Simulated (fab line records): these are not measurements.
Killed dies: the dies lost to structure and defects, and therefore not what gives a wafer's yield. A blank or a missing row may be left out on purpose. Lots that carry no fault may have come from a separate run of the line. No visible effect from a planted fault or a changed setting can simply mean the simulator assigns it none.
Comparing a struck lot with a sound one    flow rit_cmos    26 out of 202 route steps
Sound: wafers L463.1, L463.2, L463.4. Struck: wafer L472.2 (left out: L472.3, L472.6 of the same lot, which were not struck); the cause appears at the end.
Each step with rows lists, per side, the tool, then ch with its chambers, then its first start. Under that, the readings that differ: sound wafers    struck wafers    difference of the means    sigmas: that difference in standard deviations of wafers without a fault.
alike: readings with means less than 2 such deviations apart, plus words and numbers identical on both sides. not compared: withheld readings, readings lacking a value on some wafer, bounds such as >300 that could conceal the same value, and numbers that have no deviation in the record and whose values overlap.
The two part at a step that has a row with sigmas, a row that says differs or no value, or rows on one side only. Numbers that have no deviation but don't overlap get no sigmas and don't part them. A reading missing from all wafers of one side parts the sides only when that side holds two or more wafers.

first, 4 steps without rows for these wafers: RIT_CONTACT_SOFTBAKE_04 (time 60 s); RIT_CONTACT_EXPOSE_05 (exposes mask M11, target cd 1000 nm); RIT_CONTACT_PEB_06; RIT_CONTACT_DEVELOP_07 (develop time 120 s).
RIT_CONTACT_CD_MEAS_08: the cd target is 1000 nm.
  sound: cd_sem-02 at day 3 20:28; struck: cd_sem-02 at day 5 07:46
  alike: cd_nm
RIT_CONTACT_OVL_MEAS_09:
  sound: overlay-01 at day 3 20:35; struck: overlay-02 at day 5 07:52
  alike: CONTACT_OVL
then, 1 step without rows for these wafers: RIT_CONTACT_HARDBAKE_10 (time 60 s).
RIT_CONTACT_ETCH_11: etches SiO2 in CHF3/CF4/Ar, stops on TiSi2, target depth 480 nm, time 320 s.
  sound on rie_diel-01 ch 0,2,3, day 3 20:57; struck on rie_diel-03 ch 0, day 5 08:03
reading                 sound     struck  difference  sigmas
rf_hours_counter_h (h)  3 126 15  131     +83         
  alike: O2_flow_sccm, drypump_motor_current_A, oes_product_au, rf_fwd_power_W, throttle_valve_pct
RIT_CONTACT_STRIP_12: strips in O2, time 180 s.
  sound on plasma_asher-02 ch 0,1, day 3 21:08; struck on plasma_asher-02 ch 1, day 5 08:15
  alike: drypump_motor_current_A
  not compared: rf_hours_counter_h
RIT_CONTACT_CD_MEAS_90: the cd target is 1000 nm.
  sound: cd_sem-01 at day 3 21:19; struck: cd_sem-01 at day 5 08:26
  alike: cd_nm
then, 2 steps without rows for these wafers: RIT_CONTACT_CLEAN_13 (cleans in SC1, time 600 s); RIT_CONTACT_CLEAN_14 (cleans in SC2, time 600 s).
RIT_M1_SPUTTER_00: material Al, target thk 400 nm, time 500 s.
  sound: pvd_sputter-02 at day 3 22:19; struck: pvd_sputter-03 at day 5 09:09
reading                                sound                 struck  difference  sigmas
cathode_dc_power_W (W)                 1999.9 1999.5 1999.8  1244.9  -754.8      -99 or more
model.Al_of_M1_SPUTTER_00.thk_nm (nm)  394 397.8 394.5       251.8   -143.6      
  alike: throttle_valve_pct
RIT_M1_RS_MEAS_01: the measuring method here is four-point-probe.
  sound: film_metro-01 at day 3 22:37; struck: film_metro-03 at day 5 09:45
reading            sound                 struck  difference  sigmas
M1_AL_RS (ohm/sq)  0.0745 0.0737 0.0745  0.1186  +0.0444     +61
  not compared: hold
RIT_M1_THK_MEAS_02: measures by xrf.
  sound: film_metro-01 at day 3 22:44; struck: film_metro-03 at day 5 16:04
reading         sound        struck  difference  sigmas
M1_AL_THK (nm)  394 400 395  254     -142        -33
  not compared: hold
then, 5 steps without rows for these wafers: RIT_M1_COAT_04 (resist thk 1300 nm); RIT_M1_SOFTBAKE_05 (time 60 s); RIT_M1_EXPOSE_06 (exposes mask M12, target cd 2600 nm); RIT_M1_PEB_07; RIT_M1_DEVELOP_08 (develop time 68 s).
RIT_M1_CD_MEAS_09: the cd target is 2600 nm.
  sound: cd_sem-02 at day 3 23:44; struck: cd_sem-02 at day 5 19:01
  alike: cd_nm
RIT_M1_OVL_MEAS_10:
  sound: overlay-01 at day 3 23:52; struck: overlay-02 at day 5 19:07
  alike: M1_OVL
then, 1 step without rows for these wafers: RIT_M1_HARDBAKE_11 (time 120 s).
RIT_M1_METAL_ETCH_12: etches Al in Cl2/BCl3, stops on SiO2, time 165 s, target depth 600 nm.
  sound on rie_metal-04 ch 0,1, day 4 00:09; struck on rie_metal-04 ch 1, day 5 19:24
reading                sound              struck  difference  sigmas
oes_product_au (a.u.)  0.761 0.778 0.774  0.614   -0.157      -13
  alike: bcl3_flow_sccm, drypump_motor_current_A, mfc_cl2_sccm, rf_fwd_power_W, throttle_valve_pct
  not compared: rf_hours_counter_h
then, 1 step without rows for these wafers: RIT_M1_STRIP_13 (strips in nmp, time 600 s).
RIT_M1_PROBE_99:
  sound: prober-01 at day 4 03:15; struck: prober-02 at day 6 01:37
reading  sound  struck                    difference                    sigmas
hold     - - -  await_dispo/3.6h/release  no value on the sound wafers  
  alike: defect_limited_yield, killed_at_contacts, killed_at_front_end, killed_dies, killed_open, killed_short, sort_bin_3_pad_short, sort_bin_5_function, sort_bin_6_memory, sort_n_pass, sort_yield_pct

== WHERE THEY PART ==
Last at RIT_M1_PROBE_99 as far as this record goes, first at RIT_M1_SPUTTER_00.

WHY: what the simulator had put in
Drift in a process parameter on pvd_sputter-03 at RIT_M1_SPUTTER_00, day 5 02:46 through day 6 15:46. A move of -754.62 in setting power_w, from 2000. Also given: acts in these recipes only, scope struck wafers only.
